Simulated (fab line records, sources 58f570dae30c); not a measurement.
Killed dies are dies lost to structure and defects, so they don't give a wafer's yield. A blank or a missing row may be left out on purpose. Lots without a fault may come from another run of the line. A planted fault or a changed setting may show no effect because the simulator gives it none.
A struck lot beside a sound one | flow berkeley_cmos170 | 15 steps out of a route of 331
Sound: wafers L361.3, L361.4, L361.5. Struck: wafers L364.1, L364.4, L364.5. The cause comes at the end.
At each step with rows: each side's tool, then ch and its chambers, then its first start. Under that, the readings that differ: sound wafers | struck wafers | difference of the means | sigmas: that difference in standard deviations of wafers without a fault.
alike: readings whose means differ by less than 2 such deviations, and words and numbers that are the same on both sides. not compared: withheld readings, readings that some wafer has no value for, bounds like >300 that may hide the same value, and numbers for which the record gives no deviation and whose values overlap.
The two part at a step that has a row with sigmas, a row that says differs or no value, or rows on one side only. Numbers that don't overlap but have no deviation are shown without sigmas and don't part them. A reading that every wafer of one side lacks parts them only if that side has two wafers or more.

UCB170_V1_CMP_02: polishes SiO2.
  sound on cmp-02 ch 0,1,3, day 7 19:11; struck on cmp-02 ch 0,1,3, day 9 04:52
  alike: motor_current_A
UCB170_V1_BOW_MEAS_03:
  sound on film_metro-04, day 7 19:31; struck on film_metro-02, day 9 05:06
  alike: V1_BOW
UCB170_V1_THK_MEAS_04:
  sound on film_metro-04, day 7 19:37; struck on film_metro-02, day 9 05:13
  alike: V1_POLISHED_THK
then, 7 steps without rows for these wafers: UCB170_V1_CLEAN_05 (cleans in DIW); UCB170_V1_HMDS_06 (prime time 60 s); UCB170_V1_COAT_07 (resist thk 900 nm); UCB170_V1_SOFTBAKE_08 (time 60 s); UCB170_V1_EXPOSE_09 (exposes mask VIA1, target cd 700 nm); UCB170_V1_PEB_10; UCB170_V1_DEVELOP_11 (develop time 45 s).
UCB170_V1_CD_MEAS_12: target cd 700 nm.
  sound on cd_sem-02, day 7 23:05; struck on cd_sem-01, day 9 07:14
  alike: cd_nm
UCB170_V1_OVL_MEAS_13:
  sound on overlay-01, day 7 23:11; struck on overlay-01, day 9 07:22
  alike: V1_OVL
UCB170_V1_ETCH_14: etches SiO2 in CHF3/CF4/Ar, stops on Al, target depth 1250 nm, time 291 s.
  sound on rie_diel-03 ch 0,1,3, day 7 23:12; struck on rie_diel-03 ch 1,2, day 9 07:23
  no value came back on the struck wafers for any of 5 readings (CHF3_flow_sccm (sccm), cf4_flow_sccm (sccm) and others); on the sound wafers CHF3_flow_sccm (sccm) reads 45.01 44.97 45.25
  reading                             | sound             | struck            | difference | sigmas
  model.KrF_of_V1_COAT_07.thk_nm (nm) | 605.8 610.5 611.7 | 887.3 885.4 884.1 | +276.3     |
  not compared: rf_hours_counter_h
UCB170_V1_STRIP_15: strips in O2.
  sound on plasma_asher-03 ch 0,1, day 7 23:25; struck on plasma_asher-03 ch 0,1, day 9 07:34
  reading                      | sound             | struck            | difference | sigmas
  oes_product_au (a.u.)        | 0.721 0.718 0.726 | 0.734 0.731 0.734 | +0.011     | +3
  strip_time_to_endpoint_s (s) | 15.21 15.34 15.35 | 21.65 21.61 21.58 | +6.31      | +76
  alike: drypump_motor_current_A
  not compared: rf_hours_counter_h
UCB170_V1_CD_MEAS_90: target cd 700 nm.
  sound on cd_sem-02, day 7 23:31; struck on cd_sem-01, day 9 07:40
  reading    | sound             | struck | difference                    | sigmas
  cd_nm (nm) | 702.0 701.8 701.9 | - - -  | no value on the struck wafers |

WHERE THEY PART
First at UCB170_V1_ETCH_14; last, within this record, at UCB170_V1_CD_MEAS_90.

WHY: what the simulator had put in
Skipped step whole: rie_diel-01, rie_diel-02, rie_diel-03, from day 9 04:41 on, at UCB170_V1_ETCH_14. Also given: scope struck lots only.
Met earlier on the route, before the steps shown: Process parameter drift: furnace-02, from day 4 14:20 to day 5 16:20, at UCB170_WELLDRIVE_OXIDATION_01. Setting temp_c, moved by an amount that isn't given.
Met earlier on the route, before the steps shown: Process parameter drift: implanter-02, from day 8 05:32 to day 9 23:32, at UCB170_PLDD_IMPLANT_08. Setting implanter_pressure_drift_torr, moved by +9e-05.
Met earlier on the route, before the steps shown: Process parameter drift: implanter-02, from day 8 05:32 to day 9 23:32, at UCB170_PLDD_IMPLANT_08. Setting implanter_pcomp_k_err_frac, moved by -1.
